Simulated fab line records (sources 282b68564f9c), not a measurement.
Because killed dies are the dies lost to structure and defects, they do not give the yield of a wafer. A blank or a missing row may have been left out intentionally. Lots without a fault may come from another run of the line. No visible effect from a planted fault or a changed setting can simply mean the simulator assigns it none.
Code-filled problem report in 8D (eight disciplines) form + flow ritCmos + the parts of the form that need people (team, actions taken, sign-off) are left out

## 1. THE PROBLEM
ACTIVE_NITRIDE_THK at RIT_ACTIVE_THK_MEAS_04 reads a mean of 157.3 nm on 3 wafers of 1 lot; wafers without a fault read 149.5 nm with a standard deviation of 1.3. That is +6.0 standard deviations from the usual mean.
First seen on wafer L649.2, day 4 06:32, on filmMetro-02. The record holds 39 wafers of 13 lots with a number at this step. Rule for "out", or "out of limits": more than 4 standard deviations from the usual mean. The other wafers with a number count as sound.

## 2. WHAT THIS IS AND IS NOT
| question                    | is                     | is not                                                                                                   |
|-----------------------------|------------------------|----------------------------------------------------------------------------------------------------------|
| which readings at this step | ACTIVE_NITRIDE_THK     | -                                                                                                        |
| which lots                  | L649                   | L636, L637, L639, L640, L644, L650, L653, L654, L655, L656, L658, L659                                   |
| which wafers of those lots  | all that have a number | -                                                                                                        |
| read on which gauges        | filmMetro-02           | filmMetro-03, filmMetro-04                                                                               |
| when                        | from day 4 06:32       | up to then (15 sound wafers); but 21 sound wafers of L650, L653, L654, L655, L656, L658, L659 came after |

## 3. THE SUSPECTS, EACH WITH WHAT RULES IT OUT
Counting: any tool at a process step up to the reading is kept as a suspect provided that every lot that is out went through it and no sound lot did after the first of them.
- the gauge at RIT_ACTIVE_THK_MEAS_04: kept. All the wafers that are out were read on filmMetro-02, and no step on other tools shows them out.
- lpcvd-01 at RIT_ACTIVE_CVD_03 (deposits Si3N4 from SiH2Cl2/NH3, target thk 150 nm, time 1500 s): kept. It ran the lot that is out, L649 (day 4 05:07), and no sound lot after that; its last sound lot up to then is L636 (day 1 12:07).
Left after counting: lpcvd-01 at RIT_ACTIVE_CVD_03, filmMetro-02 at RIT_ACTIVE_THK_MEAS_04.

## 4. THE CAUSE (what the simulator had put in)
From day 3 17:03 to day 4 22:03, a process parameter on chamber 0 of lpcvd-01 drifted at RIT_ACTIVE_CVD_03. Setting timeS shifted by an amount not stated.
Counting leaves 2 suspects; this tool is one of them.

## 5. SEQUENCE OF EFFECTS, ordered by route
Each row: a reading where the mean over the struck wafers with a number is more than 3 standard deviations away from the usual. Readings are gone through only where the record gives a usual standard deviation; hours: the median, over the lots, of the time from a lot's start at the first step in this table giving one to that lot's start at this step; sigmas: the change measured in usual standard deviations.
| hours | step                   | reading            | usual    | on struck wafers | change | sigmas |
|-------|------------------------|--------------------|----------|------------------|--------|--------|
| 0     | RIT_ACTIVE_THK_MEAS_04 | ACTIVE_NITRIDE_THK | 149.5 nm | 157.3            | +7.8   | +6.0   |

## 6. WHAT WOULD HAVE CAUGHT IT SOONER
13 hours passed between the start of the fault at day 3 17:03 and the first reading out of limits at a measuring or inspecting step in this record, taken at day 4 06:32.
Of the tool readings at RIT_ACTIVE_CVD_03 for which the record gives a usual standard deviation, none was out on any struck wafer, so an alarm limit of 4 standard deviations on them would not have fired.
By day 4 06:32 the whole set of lots that are out, 1 in number, had already begun RIT_ACTIVE_CVD_03 on lpcvd-01. Holding the tool at that point would not have protected any of them.
